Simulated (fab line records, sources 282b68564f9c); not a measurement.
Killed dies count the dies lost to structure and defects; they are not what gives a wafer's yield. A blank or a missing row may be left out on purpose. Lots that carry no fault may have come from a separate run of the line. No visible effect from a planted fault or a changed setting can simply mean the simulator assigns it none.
fab line records	flow rit-cmos
record: lots: 5	wafers: 23
route steps=202 shown ACTIVE@4 FOX2@23 PWELL@41 NRETRO@54 PRETRO@65
start-h: start of the lot's first displayed wafer, in hours after the record's first day	wait-h: time in hours since the lot's previous step	" repeats the value in the row above	L1.1+2: a row that stands for several wafers	- no value, or no start was given	* or withheld: withheld	< > ~ a bound
route shown NAME@n: names a module that has steps shown in the file, with the first one's number in the route	usual: the fault-free wafers' mean and standard deviation	same: alike in all rows	chamber/n: place in a boat	sites: each site's reading	_std_site: the values' standard deviation	_edge_site: the outer-site mean with the inner-site mean subtracted	radius-mm: how far each site lies from the wafer's centre	mask NAME#n: copy n	behind: the most recent tool/chamber to have shaped the wafer	hold: reason for holding the lot/hours on hold/outcome of the hold	device: transistor that didn't switch, given as n, p or np	end of line: tests of these same wafers at the route's end	a step with no rows: only its recipe	killed: dies that structure and defects cost at the first sort, which is not the same as the wafer's yield	map: shows each die of a wafer: x if killed, . if not, _ if none is there
set.NAME: the run value of the setting; set.NAME@STEP: its run value at that earlier step	model.NAME: the simulator's own value behind a step, which no gauge read
one table per step and one row per wafer, for lots whose settings were changed on purpose
== steps ==
step: RIT_ACTIVE_CVD_03
recipe: material: Si3N4	target-thk-nm: 150	temp-c: 810	precursor: SiH2Cl2/NH3	time-s: 1500	pressure-mtorr: 300	sih2cl2-flow-sccm: 60	nh3-flow-sccm: 150
lot.wafer	tool	chamber	start-h	wait-h	set.pressure-mtorr	model.Si3N4_of_ACTIVE_CVD_03.thk-nm
L075.1	lpcvd-02	0	17.11	0.1	300	152.2
L075.3	"	0	"	"	300	150.1
L075.6	"	0	"	"	300	150.9
L078.1+5	-	-	-	0.1	300	149.8
L078.2	"	-	"	"	300	151.2
L078.4	"	-	"	"	300	150.1
L078.6	"	-	"	"	300	149.9
L080.1	-	-	-	0.1	339.9	156.6
L080.2	"	-	"	"	339.9	156.7
L080.3	"	-	"	"	339.9	157
L080.4	"	-	"	"	339.9	156.8
L080.6	"	-	"	"	339.9	156.9
L084.2	-	-	-	0.0	280.2	148.4
L084.3	"	-	"	"	280.2	147.9
L084.4	"	-	"	"	280.2	149
L084.5	"	-	"	"	280.2	147.2
L084.6	"	-	"	"	280.2	147.4
L085.1	-	-	-	0.1	312.1	152.1
L085.3	"	-	"	"	312.1	152.5
L085.4	"	-	"	"	312.1	153.1
L085.5	"	-	"	"	312.1	152.9
L085.6	"	-	"	"	312.1	151.9
step: RIT_ACTIVE_THK_MEAS_04
recipe: reads: Si3N4_of_ACTIVE_CVD_03
usual: ACTIVE_NITRIDE_THK: 151.1/1.3
lot.wafer	tool	chamber	start-h	wait-h	set.pressure-mtorr@ACTIVE_CVD_03	ACTIVE_NITRIDE_THK[nm]
L075.1	film-metro-01	-	19.24	0.0	300	152.3
L075.3	"	-	"	"	300	150.1
L075.6	"	-	"	"	300	150.9
L078.1	film-metro-02	-	-	-	300	149.9
L078.2	"	-	"	"	300	151.2
L078.4	"	-	"	"	300	150.0
L078.5	"	-	"	"	300	149.7
L078.6	"	-	"	"	300	149.9
L080.1	film-metro-04	-	-	-	339.9	156.6
L080.2	"	-	"	"	339.9	156.6
L080.3	"	-	"	"	339.9	157.1
L080.4	"	-	"	"	339.9	156.8
L080.6	"	-	"	"	339.9	156.9
L084.2	film-metro-02	-	-	-	280.2	148.4
L084.3	"	-	"	"	280.2	147.9
L084.4	"	-	"	"	280.2	149.1
L084.5	"	-	"	"	280.2	147.2
L084.6	"	-	"	"	280.2	147.4
L085.1	film-metro-02	-	-	-	312.1	152.2
L085.3	"	-	"	"	312.1	152.5
L085.4	"	-	"	"	312.1	153.1
L085.5	"	-	"	"	312.1	153.0
L085.6	"	-	"	"	312.1	151.9
step: RIT_ACTIVE_COAT_06
recipe: resist: NOVOLAK	spin-rpm: 3250	resist-thk-nm: 1000
lot.wafer	tool	chamber	start-h	wait-h	set.resist-thk-nm	model.NOVOLAK_of_ACTIVE_COAT_06.thk-nm
L075.1+3	litho-track-02	0	19.45	0.1	1000	1006
L075.6	"	0	"	"	1000	1004
L078.1	litho-track-03	0	34.45	0.1	1040	1046
L078.2	"	0	"	"	1040	1045
L078.4	"	0	"	"	1000	1004
L078.5	"	0	"	"	1000	1002
L078.6	"	0	"	"	1000	1005
L080.1	litho-track-01	0	44.25	0.1	953.4	954
L080.2	"	0	"	"	953.4	949.8
L080.3	"	0	"	"	953.4	952.1
L080.4	"	0	"	"	1000	997.4
L080.6	"	0	"	"	1000	996
L084.2	litho-track-03	0	64.47	0.1	1000	999.9
L084.3	"	0	"	"	960.9	964.2
L084.4	"	0	"	"	960.9	962
L084.5	"	0	"	"	1000	1002
L084.6	"	0	"	"	960.9	963.6
L085.1	litho-track-01	0	69.45	0.1	1000	1000
L085.3	"	0	"	"	1000	1003
L085.4	"	0	"	"	1000	1004
L085.5	"	0	"	"	1000	1002
L085.6	"	0	"	"	1000	1001
step: RIT_ACTIVE_SOFTBAKE_07
recipe: resist: NOVOLAK	temp-c: 90	time-s: 60
step: RIT_ACTIVE_EXPOSE_08
recipe: mask-id: M1	na: 0.6	source-shape: conventional	sigma-outer: 0.6	target-cd-nm: 1400	dose-mj: 225
step: RIT_ACTIVE_PEB_09
recipe: resist: NOVOLAK	temp-c: withheld	time-s: withheld
step: RIT_ACTIVE_DEVELOP_10
recipe: resist: NOVOLAK	develop-time-s: 50	dev-temp-c: 23
step: RIT_ACTIVE_CD_MEAS_11
recipe: target-cd-nm: 1400
usual: cd-nm: 1400.6/1.9
lot.wafer	tool	chamber	start-h	wait-h	set.resist-thk-nm@ACTIVE_COAT_06	cd-nm
L075.1	cd-sem-02	-	20.15	-	1000	1402.4
L075.3	"	-	"	"	1000	1404.9
L075.6	"	-	"	"	1000	1402.9
L078.1	cd-sem-02	-	35.27	-	1040	1404.3
L078.2	"	-	"	"	1040	1404.8
L078.4	"	-	"	"	1000	1401.1
L078.5	"	-	"	"	1000	1399.9
L078.6	"	-	"	"	1000	1401.2
L080.1	cd-sem-02	-	44.96	-	953.4	1396.4
L080.2	"	-	"	"	953.4	1394.8
L080.3	"	-	"	"	953.4	1393.4
L080.4	"	-	"	"	1000	1399.7
L080.6	"	-	"	"	1000	1398.4
L084.2	cd-sem-02	-	65.17	-	1000	1398.0
L084.3	"	-	"	"	960.9	1396.7
L084.4	"	-	"	"	960.9	1395.7
L084.5	"	-	"	"	1000	1400.9
L084.6	"	-	"	"	960.9	1396.0
L085.1	cd-sem-02	-	70.27	-	1000	1398.2
L085.3	"	-	"	"	1000	1396.4
L085.4	"	-	"	"	1000	1397.3
L085.5	"	-	"	"	1000	1398.1
L085.6	"	-	"	"	1000	1397.3
step: RIT_ACTIVE_HARDBAKE_12
recipe: resist: NOVOLAK	temp-c: 140	time-s: 60
lot.wafer	tool	chamber	start-h	wait-h	set.resist-thk-nm@ACTIVE_COAT_06	model.NOVOLAK_of_ACTIVE_COAT_06.thk-nm
L075.1	litho-track-01	0	20.27	0.1	1000	889.1
L075.3	"	0	"	"	1000	888.8
L075.6	"	0	"	"	1000	887.7
L078.1	litho-track-02	0	35.39	0.1	1040	924.3
L078.2	"	0	"	"	1040	923.6
L078.4	"	0	"	"	1000	887.7
L078.5	"	0	"	"	1000	885.5
L078.6	"	0	"	"	1000	888.1
L080.1	litho-track-02	0	45.08	0.1	953.4	843.6
L080.2	"	0	"	"	953.4	839.8
L080.3	"	0	"	"	953.4	841.8
L080.4	"	0	"	"	1000	881.5
L080.6	"	0	"	"	1000	880.3
L084.2	litho-track-01	0	65.29	0.1	1000	883.7
L084.3	"	0	"	"	960.9	852.5
L084.4	"	0	"	"	960.9	850.6
L084.5	"	0	"	"	1000	885.6
L084.6	"	0	"	"	960.9	852
L085.1	litho-track-01	0	70.39	0.1	1000	883.8
L085.3	"	0	"	"	1000	886.6
L085.4	"	0	"	"	1000	887.6
L085.5	"	0	"	"	1000	885.5
L085.6	"	0	"	"	1000	884.2
step: RIT_ACTIVE_ETCH_13
recipe: stop-on: SiO2	chemistry: SF6	target: Si3N4	time-s: 210	over-etch-frac: 0.4	SF6_flow_sccm: 200	pressure-mtorr: 260	rf-w: 125	target-depth-a: 2100
lot.wafer	tool	chamber	start-h	wait-h	set.pressure-mtorr	set.pressure-mtorr@ACTIVE_CVD_03	set.resist-thk-nm@ACTIVE_COAT_06	model.NOVOLAK_of_ACTIVE_COAT_06.thk-nm	model.etch.depth-nm
L075.1	rie-diel-01	0	20.42	0.1	260	300	1000	660.1	152.2
L075.3	"	2	"	"	260	300	1000	656.9	150.1
L075.6	"	0	"	"	260	300	1000	658.8	150.9
L078.1	rie-diel-04	2	35.54	0.1	278.1	300	1040	700.2	149.8
L078.2	"	0	"	"	278.1	300	1040	689.4	151.2
L078.4	"	3	"	"	278.1	300	1000	657.7	150.1
L078.5	"	0	"	"	278.1	300	1000	649.9	149.8
L078.6	"	2	"	"	278.1	300	1000	663.2	149.9
L080.1	rie-diel-03	1	45.23	0.1	260	339.9	953.4	620.1	156.6
L080.2	"	3	"	"	260	339.9	953.4	619.1	156.7
L080.3	"	2	"	"	260	339.9	953.4	615.7	157
L080.4	"	0	"	"	260	339.9	1000	652.6	156.8
L080.6	"	1	"	"	260	339.9	1000	658.3	156.9
L084.2	rie-diel-03	2	65.42	0.1	298	280.2	1000	651.2	-
L084.3	"	3	"	"	298	280.2	960.9	628	147.9
L084.4	"	0	"	"	298	280.2	960.9	617.6	149
L084.5	"	2	"	"	298	280.2	1000	653.9	-
L084.6	"	1	"	"	298	280.2	960.9	622.1	-
L085.1	rie-diel-04	1	70.54	0.1	295.4	312.1	1000	655.1	152.1
L085.3	"	0	"	"	295.4	312.1	1000	654	152.5
L085.4	"	2	"	"	295.4	312.1	1000	663.2	153.1
L085.5	"	3	"	"	295.4	312.1	1000	652.4	152.9
L085.6	"	0	"	"	295.4	312.1	1000	651.6	151.9
step: RIT_ACTIVE_STRIP_14
recipe: chemistry: O2	time-s: 180	resist: NOVOLAK	platen-temp-c: withheld	power-w: 500	pressure-mtorr: 4000	o2-flow-sccm: 4000
step: RIT_ACTIVE_CD_MEAS_90
recipe: target-cd-nm: 1400
usual: cd-nm: 1400.5/1.9
lot.wafer	tool	chamber	start-h	wait-h	set.resist-thk-nm@ACTIVE_COAT_06	cd-nm
L075.1	cd-sem-02	-	20.80	0.2	1000	1402.1
L075.3	"	-	"	"	1000	1404.8
L075.6	"	-	"	"	1000	1402.9
L078.1	cd-sem-02	-	35.85	0.1	1040	1404.1
L078.2	"	-	"	"	1040	1404.8
L078.4	"	-	"	"	1000	1400.9
L078.5	"	-	"	"	1000	1399.7
L078.6	"	-	"	"	1000	1401.4
L080.1	cd-sem-02	-	45.64	0.2	953.4	1395.8
L080.2	"	-	"	"	953.4	1395.2
L080.3	"	-	"	"	953.4	1394.0
L080.4	"	-	"	"	1000	1400.0
L080.6	"	-	"	"	1000	1398.5
L084.2	cd-sem-02	-	65.75	0.1	1000	1398.5
L084.3	"	-	"	"	960.9	1396.2
L084.4	"	-	"	"	960.9	1395.4
L084.5	"	-	"	"	1000	1401.1
L084.6	"	-	"	"	960.9	1396.2
L085.1	cd-sem-02	-	70.85	0.1	1000	1397.9
L085.3	"	-	"	"	1000	1396.4
L085.4	"	-	"	"	1000	1397.4
L085.5	"	-	"	"	1000	1398.1
L085.6	"	-	"	"	1000	1397.0
step: RIT_FOX2_OXIDATION_00
recipe: temp-c: 1100	ambient: H2O	target-thk-a: 3507	p-h2o-torr: 720	ox-time-s: 1130
lot.wafer	tool	chamber	start-h	wait-h	set.ox-time-s	set.pressure-mtorr@ACTIVE_CVD_03	model.SiO2_of_FOX2_OXIDATION_00.thk-nm	model.Si3N4_of_ACTIVE_CVD_03.thk-nm
L075.1	furnace-03	0	23.33	0.6	1130	300	348.2	133.3
L075.3	"	0	"	"	1130	300	348.4	131.3
L075.6	"	0	"	"	1130	300	352.1	132.1
L078.1	-	-	-	1.3	1020	300	330	131.5
L078.2	"	-	"	"	1020	300	320.1	132.8
L078.4	"	-	"	"	1020	300	325.3	131.7
L078.5	"	-	"	"	1020	300	322.5	131.4
L078.6	"	-	"	"	1020	300	323.4	131.5
L080.1	-	-	-	0.0	1064	339.9	331.1	137.9
L080.2	"	-	"	"	1064	339.9	336.3	138
L080.3	"	-	"	"	1064	339.9	344.2	138.4
L080.4	"	-	"	"	1064	339.9	332.6	138.2
L080.6	"	-	"	"	1064	339.9	335.5	138.3
L084.2	-	-	-	0.0	1295	280.2	385	129
L084.3	"	-	"	"	1295	280.2	380.8	128.4
L084.4	"	-	"	"	1295	280.2	382.2	129.6
L084.5	"	-	"	"	1295	280.2	381.4	127.8
L084.6	"	-	"	"	1295	280.2	386.8	127.9
L085.1	-	-	-	0.0	1045	312.1	333.9	133.6
L085.3	"	-	"	"	1045	312.1	331	134
L085.4	"	-	"	"	1045	312.1	335.6	134.6
L085.5	"	-	"	"	1045	312.1	334.1	134.4
L085.6	"	-	"	"	1045	312.1	330.6	133.3
step: RIT_FOX2_THK_MEAS_01
recipe: reads: SiO2_of_FOX2_OXIDATION_00
usual: FOX2_OXIDE_THK: 351/5.9
lot.wafer	tool	chamber	start-h	wait-h	set.ox-time-s@FOX2_OXIDATION_00	FOX2_OXIDE_THK[nm]
L075.1	film-metro-03	-	24.65	0.0	1130	348
L075.3	"	-	"	"	1130	348
L075.6	"	-	"	"	1130	352
L078.1	film-metro-03	-	-	-	1020	330
L078.2	"	-	"	"	1020	320
L078.4	"	-	"	"	1020	325
L078.5	"	-	"	"	1020	322
L078.6	"	-	"	"	1020	323
L080.1	film-metro-03	-	-	-	1064	331
L080.2	"	-	"	"	1064	336
L080.3	"	-	"	"	1064	344
L080.4	"	-	"	"	1064	332
L080.6	"	-	"	"	1064	335
L084.2	film-metro-04	-	-	-	1295	385
L084.3	"	-	"	"	1295	381
L084.4	"	-	"	"	1295	382
L084.5	"	-	"	"	1295	381
L084.6	"	-	"	"	1295	387
L085.1	film-metro-04	-	-	-	1045	334
L085.3	"	-	"	"	1045	331
L085.4	"	-	"	"	1045	336
L085.5	"	-	"	"	1045	334
L085.6	"	-	"	"	1045	330
step: RIT_FOX2_CLEAN_02
recipe: chemistry: dHF	dilution: 50:1	time-s: 180
step: RIT_FOX2_WET_ETCH_03
recipe: chemistry: H3PO4	target: Si3N4	target-depth-nm: 195	temp-c: 165	time-s: 2700
lot.wafer	tool	chamber	start-h	wait-h	set.ox-time-s@FOX2_OXIDATION_00	model.SiO2_of_FOX2_OXIDATION_00.thk-nm
L075.1	wet-bench-03	2	24.77	0.0	1130	321.2
L075.3	"	2	"	"	1130	321.5
L075.6	"	2	"	"	1130	325.2
L078.1	wet-bench-02	0	40.98	0.0	1020	302.8
L078.2	"	0	"	"	1020	292.9
L078.4	"	0	"	"	1020	298.1
L078.5	"	0	"	"	1020	295.2
L078.6	"	0	"	"	1020	296.2
L080.1	wet-bench-01	3	49.09	0.0	1064	304
L080.2	"	3	"	"	1064	309.3
L080.3	"	3	"	"	1064	317.2
L080.4	"	3	"	"	1064	305.6
L080.6	"	3	"	"	1064	308.6
L084.2	wet-bench-03	3	69.41	0.0	1295	357.3
L084.3	"	3	"	"	1295	353.2
L084.4	"	3	"	"	1295	354.6
L084.5	"	3	"	"	1295	353.8
L084.6	"	3	"	"	1295	359.2
L085.1	wet-bench-03	2	74.26	0.0	1045	306.3
L085.3	"	2	"	"	1045	303.4
L085.4	"	2	"	"	1045	308
L085.5	"	2	"	"	1045	306.6
L085.6	"	2	"	"	1045	303
step: RIT_FOX2_THK_MEAS_90
recipe: reads: SiO2_of_FOX2_OXIDATION_00
usual: FIELD_OXIDE_LEFT_1_THK: 324/6
lot.wafer	tool	chamber	start-h	wait-h	set.ox-time-s@FOX2_OXIDATION_00	FIELD_OXIDE_LEFT_1_THK[nm]
L075.1	film-metro-02	-	25.53	0.0	1130	321
L075.3	"	-	"	"	1130	321
L075.6	"	-	"	"	1130	325
L078.1	film-metro-04	-	41.74	0.0	1020	303
L078.2	"	-	"	"	1020	293
L078.4	"	-	"	"	1020	298
L078.5	"	-	"	"	1020	295
L078.6	"	-	"	"	1020	296
L080.1	film-metro-04	-	49.85	0.0	1064	304
L080.2	"	-	"	"	1064	309
L080.3	"	-	"	"	1064	317
L080.4	"	-	"	"	1064	305
L080.6	"	-	"	"	1064	308
L084.2	film-metro-03	-	70.18	0.0	1295	357
L084.3	"	-	"	"	1295	353
L084.4	"	-	"	"	1295	355
L084.5	"	-	"	"	1295	354
L084.6	"	-	"	"	1295	359
L085.1	film-metro-03	-	75.02	0.0	1045	306
L085.3	"	-	"	"	1045	303
L085.4	"	-	"	"	1045	308
L085.5	"	-	"	"	1045	307
L085.6	"	-	"	"	1045	303
step: RIT_PWELL_SOFTBAKE_02
recipe: resist: NOVOLAK	temp-c: 90	time-s: 60
lot.wafer	tool	chamber	start-h	wait-h	set.temp-c
L075.1+3+6	litho-track-04	0	27.44	0.1	90
L078.1+2+5	litho-track-03	0	43.78	0.1	92.11
L078.4+6	"	0	"	"	90
L080.1+6	litho-track-03	0	51.89	0.1	90
L080.2+3+4	"	0	"	"	86.36
L084.2+3+6	litho-track-04	0	72.44	0.1	88.14
L084.4+5	"	0	"	"	90
L085.1+3+6	litho-track-04	0	76.93	0.1	88.86
L085.4+5	"	0	"	"	90
step: RIT_PWELL_EXPOSE_03
recipe: mask-id: M3	na: 0.57	target-cd-nm: 43700	dose-mj: 250
step: RIT_PWELL_PEB_04
recipe: resist: NOVOLAK	temp-c: withheld	time-s: withheld
step: RIT_PWELL_DEVELOP_05
recipe: resist: NOVOLAK	develop-time-s: 68	dev-temp-c: 23
lot.wafer	tool	chamber	start-h	wait-h	set.temp-c@PWELL_SOFTBAKE_02	model.NOVOLAK_of_PWELL_COAT_01.thk-nm
L075.1	litho-track-01	0	-	-	90	1296
L075.3	"	0	"	"	90	1295
L075.6	"	0	"	"	90	1298
L078.1	litho-track-03	0	-	-	92.11	1296
L078.2	"	0	"	"	92.11	1297
L078.4	"	0	"	"	90	1302
L078.5	"	0	"	"	92.11	1292
L078.6	"	0	"	"	90	1301
L080.1	litho-track-03	0	-	-	90	1310
L080.2+4	"	0	"	"	86.36	1321
L080.3	"	0	"	"	86.36	1319
L080.6	"	0	"	"	90	1308
L084.2	litho-track-01	0	-	-	88.14	1301
L084.3	"	0	"	"	88.14	1297
L084.4+5	"	0	"	"	90	1293
L084.6	"	0	"	"	88.14	1298
L085.1	litho-track-01	0	-	-	88.86	1302
L085.3	"	0	"	"	88.86	1308
L085.4	"	0	"	"	90	1302
L085.5	"	0	"	"	90	1303
L085.6	"	0	"	"	88.86	1306
step: RIT_NRETRO_COAT_01
recipe: resist: NOVOLAK	spin-rpm: 2000	resist-thk-nm: 1300
lot.wafer	tool	chamber	start-h	wait-h	set.spin-rpm	model.NOVOLAK_of_NRETRO_COAT_01.thk-nm
L075.1	litho-track-01	0	34.16	0.1	2000	1301
L075.3	"	0	"	"	2000	1303
L075.6	"	0	"	"	2000	1302
L078.1	litho-track-04	0	50.51	0.1	1874	1335
L078.2	"	0	"	"	2000	1295
L078.4	"	0	"	"	2000	1297
L078.5	"	0	"	"	1874	1339
L078.6	"	0	"	"	1874	1341
L080.1	litho-track-04	0	58.74	0.1	2104	1268
L080.2	"	0	"	"	2000	1295
L080.3+6	"	0	"	"	2104	1265
L080.4	"	0	"	"	2000	1299
L084.2+3	litho-track-04	0	80.93	0.1	2000	1299
L084.4	"	0	"	"	2000	1298
L084.5	"	0	"	"	1923	1324
L084.6	"	0	"	"	1923	1325
L085.1+5	litho-track-04	0	83.78	0.1	2041	1287
L085.3	"	0	"	"	2000	1297
L085.4	"	0	"	"	2041	1286
L085.6	"	0	"	"	2000	1302
step: RIT_NRETRO_SOFTBAKE_02
recipe: resist: NOVOLAK	temp-c: 90	time-s: 60
step: RIT_NRETRO_EXPOSE_03
recipe: mask-id: M4	na: 0.57	target-cd-nm: 43900	dose-mj: 250
step: RIT_NRETRO_DEVELOP_05
recipe: resist: NOVOLAK	develop-time-s: 68	dev-temp-c: 23
step: RIT_NRETRO_HARDBAKE_07
recipe: resist: NOVOLAK	temp-c: 140	time-s: 120
lot.wafer	tool	chamber	start-h	wait-h	set.spin-rpm@NRETRO_COAT_01	model.NOVOLAK_of_NRETRO_COAT_01.thk-nm
L075.1	litho-track-04	0	35.05	0.0	2000	1138
L075.3	"	0	"	"	2000	1140
L075.6	"	0	"	"	2000	1139
L078.1	litho-track-04	0	51.40	0.0	1874	1167
L078.2	"	0	"	"	2000	1132
L078.4	"	0	"	"	2000	1134
L078.5	"	0	"	"	1874	1170
L078.6	"	0	"	"	1874	1172
L080.1	litho-track-04	0	59.63	0.0	2104	1109
L080.2	"	0	"	"	2000	1133
L080.3+6	"	0	"	"	2104	1107
L080.4	"	0	"	"	2000	1136
L084.2+3	litho-track-02	0	81.71	0.1	2000	1136
L084.4	"	0	"	"	2000	1135
L084.5	"	0	"	"	1923	1157
L084.6	"	0	"	"	1923	1158
L085.1+5	litho-track-04	0	84.73	0.0	2041	1126
L085.3	"	0	"	"	2000	1134
L085.4	"	0	"	"	2041	1125
L085.6	"	0	"	"	2000	1139
step: RIT_PRETRO_COAT_01
recipe: resist: NOVOLAK	spin-rpm: 2000	resist-thk-nm: 1300
lot.wafer	tool	chamber	start-h	wait-h	set.spin-rpm	model.NOVOLAK_of_PRETRO_COAT_01.thk-nm
L075.1	litho-track-02	0	35.84	0.1	2000	1304
L075.3	"	0	"	"	2000	1305
L075.6	"	0	"	"	2000	1300
L078.1	litho-track-01	0	52.19	0.1	1888	1346
L078.2	"	0	"	"	2000	1308
L078.4	"	0	"	"	1888	1349
L078.5	"	0	"	"	2000	1311
L078.6	"	0	"	"	1888	1342
L080.1	litho-track-02	0	60.41	0.1	2000	1297
L080.2	"	0	"	"	2000	1299
L080.3	"	0	"	"	2000	1300
L080.4	"	0	"	"	2000	1306
L080.6	"	0	"	"	2000	1301
L084.2+3	litho-track-03	0	82.48	0.1	2000	1305
L084.4	"	0	"	"	2098	1274
L084.5	"	0	"	"	2098	1273
L084.6	"	0	"	"	2098	1276
L085.1+6	litho-track-03	0	85.52	0.1	1945	1319
L085.3	"	0	"	"	2000	1300
L085.4	"	0	"	"	2000	1303
L085.5	"	0	"	"	1945	1323
step: RIT_PRETRO_HARDBAKE_07
recipe: resist: NOVOLAK	temp-c: 140	time-s: 120
lot.wafer	tool	chamber	start-h	wait-h	set.temp-c	set.spin-rpm@PRETRO_COAT_01	model.NOVOLAK_of_PRETRO_COAT_01.thk-nm
L075.1	litho-track-03	0	36.61	0.0	140	2000	1140
L075.3	"	0	"	"	140	2000	1141
L075.6	"	0	"	"	140	2000	1137
L078.1	litho-track-03	0	52.95	0.0	141.5	1888	1174
L078.2	"	0	"	"	140	2000	1144
L078.4	"	0	"	"	141.5	1888	1177
L078.5	"	0	"	"	141.5	2000	1144
L078.6	"	0	"	"	140	1888	1173
L080.1	litho-track-02	0	61.18	0.0	137.2	2000	1139
L080.2	"	0	"	"	137.2	2000	1141
L080.3	"	0	"	"	140	2000	1137
L080.4	"	0	"	"	140	2000	1142
L080.6	"	0	"	"	137.2	2000	1143
L084.2	litho-track-02	0	83.39	0.1	140	2000	1141
L084.3	"	0	"	"	142.3	2000	1138
L084.4	"	0	"	"	140	2098	1114
L084.5	"	0	"	"	142.3	2098	1110
L084.6	"	0	"	"	142.3	2098	1113
L085.1	litho-track-02	0	86.41	0.0	141.4	1945	1151
L085.3	"	0	"	"	141.4	2000	1135
L085.4	"	0	"	"	140	2000	1139
L085.5	"	0	"	"	140	1945	1156
L085.6	"	0	"	"	140	1945	1153
== key ==
split: step: RIT_ACTIVE_CVD_03	setting: pressure-mtorr	stated: 300	by: lot
response: step: RIT_ACTIVE_CVD_03	reading: model.Si3N4_of_ACTIVE_CVD_03.thk-nm	change: +0.448	per: 1%	r: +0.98
response: step: RIT_ACTIVE_THK_MEAS_04	reading: ACTIVE_NITRIDE_THK	change: +0.448	per: 1%	r: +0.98
response: step: RIT_ACTIVE_ETCH_13	reading: model.etch.depth-nm	change: +0.444	per: 1%	r: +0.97
response: step: RIT_FOX2_OXIDATION_00	reading: model.Si3N4_of_ACTIVE_CVD_03.thk-nm	change: +0.484	per: 1%	r: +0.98
split: step: RIT_ACTIVE_COAT_06	setting: resist-thk-nm	stated: 1000	by: wafer
response: step: RIT_ACTIVE_COAT_06	reading: model.NOVOLAK_of_ACTIVE_COAT_06.thk-nm	change: +9.9	per: 1%	r: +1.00
response: step: RIT_ACTIVE_CD_MEAS_11	reading: cd-nm	change: +0.9	per: 1%	r: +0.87
response: step: RIT_ACTIVE_HARDBAKE_12	reading: model.NOVOLAK_of_ACTIVE_COAT_06.thk-nm	change: +8.65	per: 1%	r: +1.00
response: step: RIT_ACTIVE_ETCH_13	reading: model.NOVOLAK_of_ACTIVE_COAT_06.thk-nm	change: +8.33	per: 1%	r: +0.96
response: step: RIT_ACTIVE_CD_MEAS_90	reading: cd-nm	change: +0.945	per: 1%	r: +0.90
split: step: RIT_ACTIVE_ETCH_13	setting: pressure-mtorr	stated: 260	by: lot
response none clear
split: step: RIT_FOX2_OXIDATION_00	setting: ox-time-s	stated: 1130	by: lot
response: step: RIT_FOX2_OXIDATION_00	reading: model.SiO2_of_FOX2_OXIDATION_00.thk-nm	change: +2.35	per: 1%	r: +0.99
response: step: RIT_FOX2_THK_MEAS_01	reading: FOX2_OXIDE_THK	change: +2.36	per: 1%	r: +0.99
response: step: RIT_FOX2_WET_ETCH_03	reading: model.SiO2_of_FOX2_OXIDATION_00.thk-nm	change: +2.34	per: 1%	r: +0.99
response: step: RIT_FOX2_THK_MEAS_90	reading: FIELD_OXIDE_LEFT_1_THK	change: +2.34	per: 1%	r: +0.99
split: step: RIT_PWELL_SOFTBAKE_02	setting: temp-c	stated: 90	by: wafer
response: step: RIT_PWELL_DEVELOP_05	reading: model.NOVOLAK_of_PWELL_COAT_01.thk-nm	change: -2.8	per: 1%	r: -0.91
split: step: RIT_NRETRO_COAT_01	setting: spin-rpm	stated: 2000	by: wafer
response: step: RIT_NRETRO_COAT_01	reading: model.NOVOLAK_of_NRETRO_COAT_01.thk-nm	change: -6.47	per: 1%	r: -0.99
response: step: RIT_NRETRO_HARDBAKE_07	reading: model.NOVOLAK_of_NRETRO_COAT_01.thk-nm	change: -5.57	per: 1%	r: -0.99
split: step: RIT_PRETRO_COAT_01	setting: spin-rpm	stated: 2000	by: wafer
response: step: RIT_PRETRO_COAT_01	reading: model.NOVOLAK_of_PRETRO_COAT_01.thk-nm	change: -6.45	per: 1%	r: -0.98
response: step: RIT_PRETRO_HARDBAKE_07	reading: model.NOVOLAK_of_PRETRO_COAT_01.thk-nm	change: -5.56	per: 1%	r: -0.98
split: step: RIT_PRETRO_HARDBAKE_07	setting: temp-c	stated: 140	by: wafer
response none clear
